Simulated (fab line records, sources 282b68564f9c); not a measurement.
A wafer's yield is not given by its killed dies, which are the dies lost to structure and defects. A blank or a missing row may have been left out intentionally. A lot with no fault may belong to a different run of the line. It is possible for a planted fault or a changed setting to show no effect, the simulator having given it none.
Check of tool commonality :: flow rit cmos :: 14 lots, 42 wafers sampled

THE REASON FOR OPENING IT
At RIT_ACTIVE_THK_MEAS_04 the reading ACTIVE_NITRIDE_THK is flagged on 2 of 14 lots. Wafers without a fault read 150.9 nm, standard deviation 1.7.
Rule: a lot gets a flag if all its wafers with a number sit over 4 standard deviations from that mean, or if no wafer of it has a number. The other lots count as sound.

lot: L956
measured: day 1 23:32
on: film metro-03
ACTIVE_NITRIDE_THK (nm), wafer by wafer: 153.0 152.1 151.8
flag: 

lot: L957
measured: day 2 04:32
on: film metro-01
ACTIVE_NITRIDE_THK (nm), wafer by wafer: 154.3 153.0 152.1
flag: 

lot: L958
measured: day 2 09:37
on: film metro-03
ACTIVE_NITRIDE_THK (nm), wafer by wafer: 149.0 150.1 149.7
flag: 

lot: L959
measured: day 2 14:33
on: film metro-03
ACTIVE_NITRIDE_THK (nm), wafer by wafer: 153.8 154.2 154.2
flag: 

lot: L960
measured: day 2 19:32
on: film metro-04
ACTIVE_NITRIDE_THK (nm), wafer by wafer: 153.0 154.3 152.6
flag: 

lot: L961
measured: day 3 00:32
on: film metro-03
ACTIVE_NITRIDE_THK (nm), wafer by wafer: 151.2 152.6 150.9
flag: 

lot: L962
measured: day 3 05:32
on: film metro-03
ACTIVE_NITRIDE_THK (nm), wafer by wafer: 151.6 150.9 150.7
flag: 

lot: L963
measured: day 3 10:32
on: film metro-04
ACTIVE_NITRIDE_THK (nm), wafer by wafer: 149.2 149.7 149.9
flag: 

lot: L965
measured: day 3 20:32
on: film metro-03
ACTIVE_NITRIDE_THK (nm), wafer by wafer: 147.6 147.0 148.3
flag: 

lot: L970
measured: day 4 21:55
on: film metro-03
ACTIVE_NITRIDE_THK (nm), wafer by wafer: 234.9 236.2 235.1
flag: FLAGGED

lot: L972
measured: day 5 07:33
on: film metro-01
ACTIVE_NITRIDE_THK (nm), wafer by wafer: 232.9 232.9 232.4
flag: FLAGGED

lot: L973
measured: day 5 12:32
on: film metro-03
ACTIVE_NITRIDE_THK (nm), wafer by wafer: 152.4 151.4 152.8
flag: 

lot: L975
measured: day 5 22:32
on: film metro-03
ACTIVE_NITRIDE_THK (nm), wafer by wafer: 150.9 150.4 150.5
flag: 

lot: L977
measured: day 6 08:32
on: film metro-03
ACTIVE_NITRIDE_THK (nm), wafer by wafer: 147.2 148.9 147.5
flag: 
The mean of the flagged lots' numbers is 234.1 nm, +83.2 nm from the usual (+49 standard deviations).

TOOL THAT RAN EACH LOT
The record holds 1 process step before the reading, out of a route of 202 steps. Each cell gives the tool, then ch followed by the chambers the sampled wafers passed through, then the start.
lot: L956
flag: 
RIT_ACTIVE_CVD_03: lpcvd-02 ch 1, day 1 22:07

lot: L957
flag: 
RIT_ACTIVE_CVD_03: lpcvd-01 ch 0, day 2 03:07

lot: L958
flag: 
RIT_ACTIVE_CVD_03: lpcvd-01 ch 1, day 2 08:11

lot: L959
flag: 
RIT_ACTIVE_CVD_03: lpcvd-01 ch 0, day 2 13:07

lot: L960
flag: 
RIT_ACTIVE_CVD_03: lpcvd-01 ch 0, day 2 18:07

lot: L961
flag: 
RIT_ACTIVE_CVD_03: lpcvd-01 ch 1, day 2 23:07

lot: L962
flag: 
RIT_ACTIVE_CVD_03: lpcvd-02 ch 0, day 3 04:07

lot: L963
flag: 
RIT_ACTIVE_CVD_03: lpcvd-02 ch 1, day 3 09:07

lot: L965
flag: 
RIT_ACTIVE_CVD_03: lpcvd-02 ch 0, day 3 19:07

lot: L970
flag: FLAGGED
RIT_ACTIVE_CVD_03: lpcvd-01 ch 0, day 4 20:31

lot: L972
flag: FLAGGED
RIT_ACTIVE_CVD_03: lpcvd-01 ch 1, day 5 06:07

lot: L973
flag: 
RIT_ACTIVE_CVD_03: lpcvd-02 ch 1, day 5 11:07

lot: L975
flag: 
RIT_ACTIVE_CVD_03: lpcvd-02 ch 1, day 5 21:07

lot: L977
flag: 
RIT_ACTIVE_CVD_03: lpcvd-02 ch 0, day 6 07:07
These steps, and what they do:
- RIT_ACTIVE_CVD_03: deposits Si3N4 from SiH2Cl2/NH3, target thk 150 nm, time 1500 s.
- RIT_ACTIVE_THK_MEAS_04

FLAGGED OVER TOTAL, TOOL BY TOOL (the gauges that took the reading come last)
step: RIT_ACTIVE_CVD_03
tool: lpcvd-01
lots run: 7
flagged: 2
share of the flagged lots: all
sound lots run after its first flagged lot: 0

step: RIT_ACTIVE_CVD_03
tool: lpcvd-02
lots run: 7
flagged: 0
share of the flagged lots: none
sound lots run after its first flagged lot: -

step: RIT_ACTIVE_THK_MEAS_04
tool: film metro-01
lots run: 2
flagged: 1
share of the flagged lots: some
sound lots run after its first flagged lot: 0

step: RIT_ACTIVE_THK_MEAS_04
tool: film metro-03
lots run: 10
flagged: 1
share of the flagged lots: some
sound lots run after its first flagged lot: 3 (L973,L975,L977)

step: RIT_ACTIVE_THK_MEAS_04
tool: film metro-04
lots run: 2
flagged: 0
share of the flagged lots: none
sound lots run after its first flagged lot: -

WHAT THE TABLE ALLOWS
Rows of the table that ran each flagged lot: 1, that is lpcvd-01 at RIT_ACTIVE_CVD_03.
- lpcvd-01 at RIT_ACTIVE_CVD_03 ran 7 lots, 2 of them flagged. It ran its last sound lot, L961, at day 2 23:07 and its first flagged lot, L970, at day 4 20:31: a fault with its onset between the two fits. Its own readings (spike tc centre C, spike tc load C, spike tc source C, susceptor temp C) fall more than 4 standard deviations out on all wafers of the flagged lots.
Just one tool remains: lpcvd-01 at RIT_ACTIVE_CVD_03.

WHAT HAD BEEN PUT IN BY THE SIMULATOR
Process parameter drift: lpcvd-01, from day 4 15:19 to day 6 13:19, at RIT_ACTIVE_CVD_03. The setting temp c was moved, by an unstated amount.
Shown lots that were struck: L970, L972. The rule above found the same.
